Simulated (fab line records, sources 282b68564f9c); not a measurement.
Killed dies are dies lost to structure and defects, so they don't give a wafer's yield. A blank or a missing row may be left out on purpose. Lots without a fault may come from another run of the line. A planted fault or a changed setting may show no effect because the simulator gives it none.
fab line records | flow rit_cmos
record lots=13 wafers=39 last_day=7
route steps=202 shown PSD@145
lots that met no fault: from a run of the same line without faults
start_h: hours from the record's first day to the start of the lot's first wafer shown | wait_h: hours since the lot's step before | " the same as in the row above | L1.1+2: a row that stands for several wafers | - no value, or no start given | * or withheld: withheld | < > ~ a bound
route shown NAME@n: a module of which the file shows steps, and the number in the route of the first | usual: mean/standard deviation of fault-free wafers | same: alike in all rows | chamber/n: place in a boat | sites: the reading at each site | _std_site: their standard deviation | _edge_site: outer sites' mean less inner sites' | radius_mm: how far each site lies from the wafer's centre | mask NAME#n: copy n | behind: the tool/chamber that last shaped the wafer | hold: why the lot was held/for how many hours/how that ended | device: the transistor (n, p or np) that didn't switch | end of line: the same wafers' tests at the end of the route | a step without rows: its recipe alone | killed: dies lost to structure and defects at the first sort, not the wafer's yield | map: a wafer's dies, x killed, . not, _ none there
set.NAME: the setting as run; set.NAME@STEP: as run at that earlier step | model.NAME: the simulator's own value behind a step, which no gauge read
steps of the route over a sample of lots; a table a step, a row a wafer
services: from which hour (start_h, from the record's first day; less than 0 if before it) a tool's chamber was out of use, for how many hours, and why
## steps
# step RIT_PSD_EXPOSE_03
# recipe mask_id=M10 na=0.57 target_cd_nm=40900 dose_mj=250
# same na=0.57
# columns lot.wafer tool chamber start_h wait_h mask
L492.1+3+5 iline_stepper-01 0 59.26 0.2 M10#0
L494.2+5+6 iline_stepper-02 0 68.20 0.1 M10#0
L495.1+4+6 iline_stepper-01 0 72.74 0.2 M10#0
L496.1+2+5 iline_stepper-01 0 80.32 0.1 M9#0
L499.2+5+6 iline_stepper-02 0 94.95 0.1 M10#0
L503.2+4+6 iline_stepper-02 0 126.10 0.1 M10#0
L505.1+3+6 iline_stepper-02 0 131.99 0.2 M10#0
L506.1+2+6 iline_stepper-01 0 139.44 0.2 M10#0
L507.2+5+6 iline_stepper-02 0 139.91 0.2 M10#0
L509.3+5+6 iline_stepper-01 0 151.94 0.2 M10#0
L510.1+3+5 iline_stepper-02 0 153.91 0.2 M10#0
L512.3+4+6 iline_stepper-01 0 162.87 0.2 M10#0
L513.3+4+5 iline_stepper-01 0 164.62 0.1 M10#0
# step RIT_PSD_OVL_MEAS_06
# usual PSD_OVL=-0.7/1.6
# columns lot.wafer tool chamber start_h wait_h PSD_OVL[nm]
L492.1 overlay-01 - 59.66 - 1.8
L492.3 " - " " 3.2
L492.5 " - " " 1.7
L494.2 overlay-02 - 68.59 - 0.0
L494.5 " - " " -3.3
L494.6 " - " " -0.4
L495.1 overlay-01 - 73.14 - -2.4
L495.4 " - " " -2.5
L495.6 " - " " -2.1
L496.1 overlay-02 - 80.72 - -
L496.2 " - " " -
L496.5 " - " " -
L499.2 overlay-02 - 95.62 - -3.1
L499.5 " - " " -0.5
L499.6 " - " " -2.3
L503.2 overlay-01 - 126.53 - -0.2
L503.4 " - " " -0.6
L503.6 " - " " -1.3
L505.1 overlay-02 - 132.39 - -2.0
L505.3 " - " " -0.8
L505.6 " - " " -1.1
L506.1 overlay-02 - 139.84 - 0.8
L506.2 " - " " -0.2
L506.6 " - " " 2.1
L507.2 overlay-01 - 140.31 - 0.5
L507.5 " - " " -1.0
L507.6 " - " " 0.2
L509.3 overlay-02 - 152.63 - -1.5
L509.5 " - " " -0.8
L509.6 " - " " -1.8
L510.1 overlay-01 - 154.31 - 0.0
L510.3 " - " " -0.9
L510.5 " - " " 1.1
L512.3 overlay-01 - 163.26 - 0.9
L512.4 " - " " 1.6
L512.6 " - " " 0.8
L513.3 overlay-02 - 164.99 - -0.3
L513.4 " - " " -0.1
L513.5 " - " " -0.2
# step RIT_PSD_TW_MEAS_10
# usual PSD_TW=3409/33
# columns lot.wafer tool chamber start_h wait_h PSD_TW
L492.1 film_metro-01 - 60.17 0.1 3415
L492.3 " - " " 3409
L492.5 " - " " 3409
L494.2 film_metro-01 - 69.11 0.1 3431
L494.5 " - " " 3418
L494.6 " - " " 3408
L495.1 film_metro-03 - 73.66 0.1 3402
L495.4 " - " " 3387
L495.6 " - " " 3397
L496.1 film_metro-01 - 81.23 0.1 30
L496.2 " - " " 30
L496.5 " - " " 30
L499.2 film_metro-02 - 96.13 0.1 3462
L499.5 " - " " 3462
L499.6 " - " " 3486
L503.2 film_metro-03 - 127.15 0.1 3391
L503.4 " - " " 3388
L503.6 " - " " 3380
L505.1 film_metro-03 - 133.07 0.1 3414
L505.3 " - " " 3395
L505.6 " - " " 3399
L506.1 film_metro-02 - 140.35 0.1 3452
L506.2 " - " " 3475
L506.6 " - " " 3468
L507.2 film_metro-03 - 140.84 0.1 3410
L507.5 " - " " 3411
L507.6 " - " " 3407
L509.3 film_metro-02 - 153.15 0.1 3420
L509.5 " - " " 3442
L509.6 " - " " 3444
L510.1 film_metro-03 - 154.82 0.1 3413
L510.3 " - " " 3400
L510.5 " - " " 3398
L512.3 film_metro-01 - 163.88 0.1 3380
L512.4 " - " " 3366
L512.6 " - " " 3353
L513.3 film_metro-03 - 165.53 0.1 3413
L513.4 " - " " 3425
L513.5 " - " " 3380
## services
# columns tool chamber start_h hours kind
iline_stepper-02 - 78.97 5.7 repair
iline_stepper-01 - 90.59 1.7 pm
## key
first_sign step=RIT_PSD_EXPOSE_03 reading=mask direction=changed
effect step=RIT_PSD_OVL_MEAS_06 reading=PSD_OVL direction=missing
effect step=RIT_PSD_TW_MEAS_10 reading=PSD_TW direction=down sigmas=99+ usual=3409 struck=30
met_at RIT_PSD_EXPOSE_03
struck_lots L496
sort_left_out L496.1,L496.2,L496.5
tester_left_out L496
onset_between 72.74 80.32
fault kind=wrong_mask tool=any chamber=- onset_h=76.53 steps=RIT_PSD_EXPOSE_03 aux_copy=M9#0 scope=struck_lots_only
# tester_left_out: of these lots the tester's yield and bins aren't shown, on N5 and GAA mostly nor the transistor test; their killed dies are dies lost to structure and defects alone, not to doping, threshold or leakage, so they don't give the yield
# sort_left_out: the simulated sort isn't trusted on such a fault, so these wafers' sort isn't shown, and their yield isn't known
